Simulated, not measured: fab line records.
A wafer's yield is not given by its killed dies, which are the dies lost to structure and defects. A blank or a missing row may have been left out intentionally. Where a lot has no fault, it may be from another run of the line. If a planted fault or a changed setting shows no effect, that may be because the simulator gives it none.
The tool behind it: which one? ; flow berkeley_cmos170 ; 7 lots, 21 wafers sampled, at 3 steps of a route of 331

WHAT THE GAUGES SHOWED, per wafer
UCB170_CONTACT_THK_MEAS_02.
lot;measured;on;CONTACT_PSG_THK (nm)
L445;day 8 15:20;film_metro-02;710 707 709
L447;day 9 08:37;film_metro-02;693 688 683
L448;day 9 13:44;film_metro-01;703 701 702
L453;day 10 01:22;film_metro-02;697 698 697
L455;day 10 18:29;film_metro-02;691 694 695
L460;day 11 07:32;film_metro-01;692 697 696
L462;day 12 04:20;film_metro-01;773 768 770

TOOL THAT RAN EACH LOT (tool first, then ch and the chambers of the sampled wafers, then the start)
lot;UCB170_SILICIDE_RTA_04;UCB170_CONTACT_CVD_01
L445;rtp_anneal-01 ch 0, day 8 12:35;lpcvd-01 ch 1, day 8 13:33
L447;rtp_anneal-01 ch 0, day 9 06:34;lpcvd-01 ch 0, day 9 06:49
L448;rtp_anneal-01 ch 0, day 9 11:18;lpcvd-01 ch 1, day 9 11:56
L453;rtp_anneal-01 ch 0, day 9 21:28;lpcvd-01 ch 1, day 9 23:34
L455;rtp_anneal-02 ch 0, day 10 16:12;lpcvd-02 ch 0, day 10 16:41
L460;rtp_anneal-01 ch 0, day 11 05:29;lpcvd-02 ch 0, day 11 05:44
L462;rtp_anneal-01 ch 0, day 12 02:16;lpcvd-01 ch 1, day 12 02:33
- UCB170_SILICIDE_RTA_04: time 15 s.
- UCB170_CONTACT_CVD_01: deposits PSG from SiH4/O2/PH3, target thk 700 nm, time 2820 s.

THE ANSWER, worked out from the rows above alone
Rule: what is usual is taken from the lots themselves. The widest of any qualifying gaps counts: lots, ordered by their means at a reading, are off when they make up no more than a third of the lots, leave a main group of 4 or more, and stand apart from it by 3 or more times the standard deviation of that group's means. A main group is skipped when, at the precision printed for the reading in the tables above, its means are all equal. Also off: a lot with no number at a reading for which 4 or more lots have one. All remaining lots with rows at the step are treated as sound.
Off: L462, at UCB170_CONTACT_THK_MEAS_02 (CONTACT_PSG_THK). Mean 697 nm and standard deviation 6.6 in the main group.
If a tool, at a process step before that reading, ran all the lots that are off and no sound lot after the first of them, it fits. Those tools and the gauges at UCB170_CONTACT_THK_MEAS_02 are tried in the same way. Can't be told from this: 3 tools fit, rtp_anneal-01 at UCB170_SILICIDE_RTA_04, lpcvd-01 at UCB170_CONTACT_CVD_01, film_metro-01 at UCB170_CONTACT_THK_MEAS_02.

WHAT THE SIMULATOR HAD INSERTED
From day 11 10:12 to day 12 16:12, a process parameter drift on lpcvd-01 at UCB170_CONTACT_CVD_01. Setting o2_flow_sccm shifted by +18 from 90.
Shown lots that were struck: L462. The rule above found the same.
